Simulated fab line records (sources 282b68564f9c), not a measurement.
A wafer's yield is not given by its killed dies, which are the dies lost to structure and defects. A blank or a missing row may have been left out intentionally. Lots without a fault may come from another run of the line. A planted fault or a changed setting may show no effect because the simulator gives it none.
Which tool did it? + flow rit_cmos + at 1 step of a route of 202, 14 lots with 42 wafers sampled

## WHAT THE GAUGES READ, wafer by wafer
Not one reading of a measure or inspect step in the record can be checked against a usual standard deviation.

## EACH LOT AND THE TOOL THAT RAN IT (in order: tool; ch and the chambers of the sampled wafers; start)
| lot  | RIT_PRETRO_DEVELOP_05            |
|------|----------------------------------|
| L162 | litho_track-01 ch 0, day 2 14:00 |
| L163 | litho_track-03 ch 0, day 2 18:00 |
| L164 | litho_track-01 ch 0, day 2 23:00 |
| L165 | litho_track-02 ch 0, day 3 04:00 |
| L166 | litho_track-02 ch 0, day 3 11:00 |
| L168 | litho_track-03 ch 0, day 3 18:00 |
| L169 | litho_track-03 ch 0, day 4 00:00 |
| L171 | litho_track-03, day 4 08:00      |
| L172 | litho_track-02, day 4 16:00      |
| L177 | litho_track-03 ch 0, day 5 22:00 |
| L178 | litho_track-03 ch 0, day 6 04:00 |
| L179 | litho_track-02 ch 0, day 6 11:00 |
| L181 | litho_track-02 ch 0, day 7 05:00 |
| L184 | litho_track-03 ch 0, day 7 18:00 |
- RIT_PRETRO_DEVELOP_05: develop time 68 s.

## WHAT THE TOOLS THEMSELVES READ (means of the sampled wafers that have a number; where no wafer has one, the mark that the record gives instead)
RIT_PRETRO_DEVELOP_05.
| lot  | tool           | chill_plate_temp_C (C) |
|------|----------------|------------------------|
| L162 | litho_track-01 | 23.06                  |
| L163 | litho_track-03 | 23.05                  |
| L164 | litho_track-01 | 23.04                  |
| L165 | litho_track-02 | 23.05                  |
| L166 | litho_track-02 | 23.01                  |
| L168 | litho_track-03 | 23.04                  |
| L169 | litho_track-03 | 23.03                  |
| L171 | litho_track-03 | -                      |
| L172 | litho_track-02 | -                      |
| L177 | litho_track-03 | 23.00                  |
| L178 | litho_track-03 | 23.10                  |
| L179 | litho_track-02 | 22.97                  |
| L181 | litho_track-02 | 23.04                  |
| L184 | litho_track-03 | 22.93                  |

## THE ANSWER, worked out from the rows above alone
Rule: the usual values come from the lots themselves. Put in order of their means at a reading, lots are off if they are a third of the lots or fewer, leave a main group of 4 or more, and stand apart from it by a gap of 3 or more times the standard deviation of the main group's means; of several such gaps the widest counts. A main group whose means are all the same, to the digits that the tables above print for the reading, isn't used. Also off: a lot with no number at a reading for which 4 or more lots have one. All remaining lots with rows at the step are treated as sound. First the gauges in route order, then the tools' own readings, where a lot's mean is used as printed above. At the first step where some lot is off, the reading lying furthest off is the one used; lots without a number count as furthest.
Off at RIT_PRETRO_DEVELOP_05 (chill_plate_temp_C): L171, L172. Without a number there: L171, L172. The main group has a mean of 23.03 C with a standard deviation of 0.042.
A tool fits if, at that step or a process step before it, it ran every lot that is off, and no sound lot after the first of them. Not one of the candidates tried fits.

## WHAT WAS PUT IN BY THE SIMULATOR
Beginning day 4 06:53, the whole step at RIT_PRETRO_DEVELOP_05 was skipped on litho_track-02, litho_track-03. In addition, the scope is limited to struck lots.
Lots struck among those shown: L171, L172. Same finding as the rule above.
